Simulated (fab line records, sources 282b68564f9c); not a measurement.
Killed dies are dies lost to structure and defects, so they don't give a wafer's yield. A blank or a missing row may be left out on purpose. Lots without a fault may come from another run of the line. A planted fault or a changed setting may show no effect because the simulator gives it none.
fab line records | flow rit_cmos
record lots=14 wafers=42 last_day=7
route steps=202 shown PSD@150 M1@202
lots that met no fault: from a run of the same line without faults
start_h: hours from the record's first day to the start of the lot's first wafer shown | wait_h: hours since the lot's step before | " the same as in the row above | L1.1+2: a row that stands for several wafers | - no value, or no start given | * or withheld: withheld | < > ~ a bound
route shown NAME@n: a module of which the file shows steps, and the number in the route of the first | usual: mean/standard deviation of fault-free wafers | same: alike in all rows | chamber/n: place in a boat | sites: the reading at each site | _std_site: their standard deviation | _edge_site: outer sites' mean less inner sites' | radius_mm: how far each site lies from the wafer's centre | mask NAME#n: copy n | behind: the tool/chamber that last shaped the wafer | hold: why the lot was held/for how many hours/how that ended | device: the transistor (n, p or np) that didn't switch | end of line: the same wafers' tests at the end of the route | a step without rows: its recipe alone | killed: dies lost to structure and defects at the first sort, not the wafer's yield | map: a wafer's dies, x killed, . not, _ none there
set.NAME: the setting as run; set.NAME@STEP: as run at that earlier step | model.NAME: the simulator's own value behind a step, which no gauge read
steps of the route over a sample of lots; a table a step, a row a wafer
services: from which hour (start_h, from the record's first day; less than 0 if before it) a tool's chamber was out of use, for how many hours, and why
## steps
# step RIT_PSD_IMPLANT_08
# recipe species=BF2 energy_kev=27 dose_cm2=5e+15 tilt_deg=7
# usual beam_on_s=11.9/0.64 dose_ions_cm2=5e+15/5.4e+12 faraday_current_uA=12870/660
# columns lot.wafer tool chamber start_h wait_h beam_on_s dose_ions_cm2 faraday_current_uA
L590.2 implanter-01 0 54.88 0.1 10.6 5.005e+15 14326
L590.3 " 0 " " 10.8 5.007e+15 14082
L590.6 " 0 " " 11.0 4.999e+15 13871
L591.3 implanter-03 0 60.79 0.1 12.8 4.995e+15 12013
L591.4 " 0 " " 12.5 4.996e+15 12268
L591.5 " 0 " " 12.9 4.991e+15 11912
L592.1 implanter-01 0 68.30 0.1 11.0 4.998e+15 13934
L592.3 " 0 " " 11.2 5.001e+15 13675
L592.4 " 0 " " 11.7 4.998e+15 13017
L593.2 implanter-02 0 72.90 0.1 12.6 4.993e+15 12197
L593.3 " 0 " " 11.5 4.997e+15 13208
L593.4 " 0 " " 12.4 4.991e+15 12359
L595.3 implanter-02 0 79.86 0.1 11.6 5.002e+15 13039
L595.4 " 0 " " 12.3 5.006e+15 12487
L595.6 " 0 " " 11.8 4.998e+15 12931
L597.1 implanter-02 0 85.69 0.1 11.9 5.007e+15 12846
L597.4 " 0 " " 12.2 5.014e+15 12557
L597.6 " 0 " " 12.0 4.995e+15 12776
L599.1 implanter-02 0 98.14 0.1 16.9 7.019e+15 12763
L599.3 " 0 " " 16.3 7.003e+15 13187
L599.4 " 0 " " 17.6 7.008e+15 12240
L600.3 implanter-02 0 99.65 0.1 16.5 7.007e+15 13074
L600.5 " 0 " " 16.8 7.007e+15 12814
L600.6 " 0 " " 16.8 7.013e+15 12833
L603.1 implanter-01 0 115.38 0.1 11.4 5.002e+15 13472
L603.2 " 0 " " 11.4 4.998e+15 13447
L603.6 " 0 " " 11.4 4.994e+15 13398
L608.1 implanter-03 0 139.94 0.1 12.8 5.001e+15 11899
L608.3 " 0 " " 12.5 4.994e+15 12268
L608.6 " 0 " " 12.5 4.996e+15 12339
L610.1 implanter-01 0 149.21 0.1 10.9 4.998e+15 14040
L610.3 " 0 " " 11.3 4.999e+15 13569
L610.6 " 0 " " 10.9 5e+15 13892
L611.1 implanter-03 0 152.80 0.1 12.9 5.001e+15 11879
L611.3 " 0 " " 12.9 5.001e+15 11850
L611.6 " 0 " " 12.7 4.998e+15 12050
L612.2 implanter-01 0 158.55 0.1 11.1 5.004e+15 13607
L612.5 " 0 " " 11.3 4.997e+15 13558
L612.6 " 0 " " 11.1 5.001e+15 13811
L613.1 implanter-01 0 163.40 0.1 11.4 5.004e+15 13390
L613.5 " 0 " " 11.0 5.011e+15 13841
L613.6 " 0 " " 11.1 5.008e+15 13824
# step RIT_SDANNEAL_RS_MEAS_04
# recipe thk_meas_gauge=four-point-probe
# usual PSD_RS=115.9/0.32
# columns lot.wafer tool chamber start_h wait_h hold PSD_RS[ohm/sq]
L590.2 film_metro-01 - 55.74 0.1 - 115.8
L590.3 " - " " - 116.0
L590.6 " - " " - 115.6
L591.3 film_metro-01 - 61.59 0.1 - 116.3
L591.4 " - " " - 116.4
L591.5 " - " " - 116.3
L592.1 film_metro-02 - 69.13 0.0 - 116.4
L592.3 " - " " - 116.1
L592.4 " - " " - 116.1
L593.2 film_metro-03 - 73.88 0.1 - 115.7
L593.3 " - " " - 115.9
L593.4 " - " " - 116.0
L595.3 film_metro-01 - 80.66 0.1 - 115.9
L595.4 " - " " - 116.1
L595.6 " - " " - 115.9
L597.1 film_metro-02 - 86.53 0.0 - 115.5
L597.4 " - " " - 115.8
L597.6 " - " " - 115.6
L599.1 film_metro-03 - 99.00 0.0 await_dispo/0.2h/release 112.1
L599.3 " - " " await_dispo/0.2h/release 112.1
L599.4 " - " " await_dispo/0.2h/release 112.0
L599.1 film_metro-03 - 99.36 0.3 - 112.2
L599.3 " - " " - 111.8
L599.4 " - " " - 112.1
L600.3 film_metro-01 - 100.48 0.1 await_dispo/0.2h/release 112.0
L600.5 " - " " await_dispo/0.2h/release 111.9
L600.6 " - " " await_dispo/0.2h/release 112.1
L600.3 film_metro-01 - 100.84 0.3 - 112.3
L600.5 " - " " - 111.9
L600.6 " - " " - 112.0
L603.1 film_metro-01 - 116.20 0.0 - 115.8
L603.2 " - " " - 115.5
L603.6 " - " " - 115.5
L608.1 film_metro-02 - 140.75 0.0 - 115.8
L608.3 " - " " - 115.3
L608.6 " - " " - 115.9
L610.1 film_metro-01 - 150.02 0.0 - 115.5
L610.3 " - " " - 115.6
L610.6 " - " " - 115.6
L611.1 film_metro-02 - 153.62 0.1 - 115.7
L611.3 " - " " - 115.6
L611.6 " - " " - 115.7
L612.2 film_metro-03 - 159.35 0.1 - 116.3
L612.5 " - " " - 116.0
L612.6 " - " " - 116.2
L613.1 film_metro-02 - 164.27 0.1 - 116.0
L613.5 " - " " - 115.9
L613.6 " - " " - 116.3
# step RIT_M1_PROBE_99
# usual killed_at_contacts=0.1/0.29 killed_at_front_end=7/3 killed_dies=8/3 killed_open=3.7/2 killed_short=3.8/2.1
# same gross_dies=264 killed_at_M0_to_M3=0 killed_at_M4_up=0 killed_at_back_side=0 killed_at_other=0
# columns lot.wafer tool chamber start_h wait_h killed_at_contacts killed_at_front_end killed_dies killed_open killed_short
L599.1 prober-02 - 109.25 0.1 0 7 7 3 4
L599.3 prober-02 - 109.35 0.2 0 8 8 3 5
L599.4 prober-02 - 109.40 0.2 0 7 7 5 2
L600.3 prober-01 - 112.60 0.2 0 10 10 4 6
L600.5 prober-01 - 112.70 0.2 0 10 10 5 5
L600.6 prober-01 - 112.75 0.2 0 8 8 4 4
# killed by level:class
L599.1 SPACER:geometric_particle:short=4 GATE:geometric_particle:open=2 SPACER:geometric_particle:open=1
L599.3 FOX2:geometric_particle:open=2 REOX:geometric_particle:short=2 FOX2:geometric_particle:short=1 GATE:geometric_particle:short=1 SPACER:geometric_particle:open=1 SPACER:geometric_particle:short=1
L599.4 GATE:geometric_particle:open=4 REOX:geometric_particle:short=1 SPACER:geometric_particle:open=1 SILICIDE:geometric_particle:short=1
L600.3 FOX1:geometric_particle:short=3 GATE:geometric_particle:short=3 GATE:geometric_particle:open=2 FOX1:geometric_particle:open=1 REOX:geometric_particle:open=1
L600.5 SILICIDE:geometric_particle:short=3 GATE:geometric_particle:open=2 SILICIDE:geometric_particle:open=2 FOX1:geometric_particle:short=1 FOX1:geometric_particle:open=1 REOX:geometric_particle:short=1
L600.6 GATE:geometric_particle:open=3 SILICIDE:geometric_particle:short=2 FOX1:geometric_particle:short=1 FOX1:geometric_particle:open=1 REOX:geometric_particle:short=1
## services
# columns tool chamber start_h hours kind
implanter-02 - 61.10 4.6 pm
implanter-01 - 84.15 3.2 repair
implanter-02 - 148.79 4.7 repair
## key
first_sign step=RIT_PSD_IMPLANT_08 reading=dose_ions_cm2 direction=up sigmas=99+ usual=5e+15 struck=7.01e+15
effect step=RIT_PSD_IMPLANT_08 reading=beam_on_s direction=up sigmas=7.7 usual=11.9 struck=16.8
effect step=RIT_SDANNEAL_RS_MEAS_04 reading=visit direction=added
effect step=RIT_SDANNEAL_RS_MEAS_04 reading=PSD_RS direction=down sigmas=12 usual=115.9 struck=112.0
met_at RIT_PSD_IMPLANT_08
struck_lots L599,L600
tester_left_out L599,L600
onset_between 85.69 98.14
fault kind=process_parameter_drift tool=implanter-02 chamber=- onset_h=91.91 steps=RIT_PSD_IMPLANT_08 channel=dose_cm2 offset=2.0071e+15 shape=step end_h=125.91 acts_in=these_recipes_only stated=5e+15
# tester_left_out: of these lots the tester's yield and bins aren't shown, on N5 and GAA mostly nor the transistor test; their killed dies are dies lost to structure and defects alone, not to doping, threshold or leakage, so they don't give the yield
